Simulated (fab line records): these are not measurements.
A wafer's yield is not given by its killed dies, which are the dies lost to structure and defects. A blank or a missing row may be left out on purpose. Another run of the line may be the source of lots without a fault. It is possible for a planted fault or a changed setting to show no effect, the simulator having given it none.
Split-lot experiment / flow rit_cmos / 23 wafers read from 5 lots, route of 202 steps

SPLIT DETAILS
At RIT_GATE_OXIDATION_05 (target thk 3 nm, ox time 270 s), the setting ox_time_s was moved away from the recipe's 270 s on 15 of the 23 wafers read, by -11.8% to +14.0%. For the rest of the wafers, this setting stayed at what the recipe calls for.

THE PATH FROM SPLIT TO READING: the file shows 1 step between them
- RIT_GATE_ANNEAL_06: time 600 s

THE READING
GATE_OXIDE_THK, in nm, at RIT_GATE_THK_MEAS_07. Typical for fault-free wafers on this fab line: 3.02 nm, with standard deviation 0.059 nm.

wafer=L074.1; tool, chamber at the split=-, -; ox_time_s as run, s=307.8; against the recipe=+14.0%; GATE_OXIDE_THK, nm=3.28; against lot-mates on the recipe=no lot-mate on the recipe
wafer=L074.2; tool, chamber at the split=-, -; ox_time_s as run, s=307.8; against the recipe=+14.0%; GATE_OXIDE_THK, nm=3.31; against lot-mates on the recipe=no lot-mate on the recipe
wafer=L074.3; tool, chamber at the split=-, -; ox_time_s as run, s=307.8; against the recipe=+14.0%; GATE_OXIDE_THK, nm=3.25; against lot-mates on the recipe=no lot-mate on the recipe
wafer=L074.4; tool, chamber at the split=-, -; ox_time_s as run, s=307.8; against the recipe=+14.0%; GATE_OXIDE_THK, nm=3.36; against lot-mates on the recipe=no lot-mate on the recipe
wafer=L074.5; tool, chamber at the split=-, -; ox_time_s as run, s=307.8; against the recipe=+14.0%; GATE_OXIDE_THK, nm=3.28; against lot-mates on the recipe=no lot-mate on the recipe
wafer=L075.1; tool, chamber at the split=-, -; ox_time_s as run, s=238.1; against the recipe=-11.8%; GATE_OXIDE_THK, nm=2.73; against lot-mates on the recipe=no lot-mate on the recipe
wafer=L075.2; tool, chamber at the split=-, -; ox_time_s as run, s=238.1; against the recipe=-11.8%; GATE_OXIDE_THK, nm=2.82; against lot-mates on the recipe=no lot-mate on the recipe
wafer=L075.4; tool, chamber at the split=-, -; ox_time_s as run, s=238.1; against the recipe=-11.8%; GATE_OXIDE_THK, nm=2.79; against lot-mates on the recipe=no lot-mate on the recipe
wafer=L075.5; tool, chamber at the split=-, -; ox_time_s as run, s=238.1; against the recipe=-11.8%; GATE_OXIDE_THK, nm=2.78; against lot-mates on the recipe=no lot-mate on the recipe
wafer=L075.6; tool, chamber at the split=-, -; ox_time_s as run, s=238.1; against the recipe=-11.8%; GATE_OXIDE_THK, nm=2.74; against lot-mates on the recipe=no lot-mate on the recipe
wafer=L076.2; tool, chamber at the split=-, -; ox_time_s as run, s=270; against the recipe=recipe; GATE_OXIDE_THK, nm=3.00; against lot-mates on the recipe=-
wafer=L076.3; tool, chamber at the split=-, -; ox_time_s as run, s=270; against the recipe=recipe; GATE_OXIDE_THK, nm=2.99; against lot-mates on the recipe=-
wafer=L076.4; tool, chamber at the split=-, -; ox_time_s as run, s=270; against the recipe=recipe; GATE_OXIDE_THK, nm=3.13; against lot-mates on the recipe=-
wafer=L076.5; tool, chamber at the split=-, -; ox_time_s as run, s=270; against the recipe=recipe; GATE_OXIDE_THK, nm=3.07; against lot-mates on the recipe=-
wafer=L076.6; tool, chamber at the split=-, -; ox_time_s as run, s=270; against the recipe=recipe; GATE_OXIDE_THK, nm=3.06; against lot-mates on the recipe=-
wafer=L080.1; tool, chamber at the split=furnace-01, 0; ox_time_s as run, s=270; against the recipe=recipe; GATE_OXIDE_THK, nm=2.95; against lot-mates on the recipe=-
wafer=L080.2; tool, chamber at the split=furnace-01, 0; ox_time_s as run, s=270; against the recipe=recipe; GATE_OXIDE_THK, nm=3.01; against lot-mates on the recipe=-
wafer=L080.4; tool, chamber at the split=furnace-01, 0; ox_time_s as run, s=270; against the recipe=recipe; GATE_OXIDE_THK, nm=3.02; against lot-mates on the recipe=-
wafer=L084.1; tool, chamber at the split=-, -; ox_time_s as run, s=303.2; against the recipe=+12.3%; GATE_OXIDE_THK, nm=3.28; against lot-mates on the recipe=no lot-mate on the recipe
wafer=L084.2; tool, chamber at the split=-, -; ox_time_s as run, s=303.2; against the recipe=+12.3%; GATE_OXIDE_THK, nm=3.26; against lot-mates on the recipe=no lot-mate on the recipe
wafer=L084.4; tool, chamber at the split=-, -; ox_time_s as run, s=303.2; against the recipe=+12.3%; GATE_OXIDE_THK, nm=3.35; against lot-mates on the recipe=no lot-mate on the recipe
wafer=L084.5; tool, chamber at the split=-, -; ox_time_s as run, s=303.2; against the recipe=+12.3%; GATE_OXIDE_THK, nm=3.20; against lot-mates on the recipe=no lot-mate on the recipe
wafer=L084.6; tool, chamber at the split=-, -; ox_time_s as run, s=303.2; against the recipe=+12.3%; GATE_OXIDE_THK, nm=3.21; against lot-mates on the recipe=no lot-mate on the recipe

THE FIT
A straight line over all 23 wafers: GATE_OXIDE_THK changes by +0.0201 nm for each +1% of ox_time_s; r = +0.97; the points scatter about the line by 0.049 nm.
Too few moved wafers have a lot-mate on the recipe to fit a line with each lot's own level taken away.

THE WHOLE CHAIN: every reading that the file lists as answering this split, in the file's order
step=RIT_GATE_OXIDATION_05; what it does=target thk 3 nm, ox time 270 s; reading=SiO2_of_GATE_OXIDATION_05.thk_nm (the simulator's own value, which no gauge read); change (the file's fit)=+0.0197 nm for each +1% of the setting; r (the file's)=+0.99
step=RIT_GATE_THK_MEAS_07; what it does=; reading=GATE_OXIDE_THK; change (the file's fit)=+0.0201 for each +1% of the setting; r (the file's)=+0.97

THE FILE'S OWN FIT
GATE_OXIDE_THK changes by +0.0201 nm for each +1% of ox_time_s, r = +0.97.
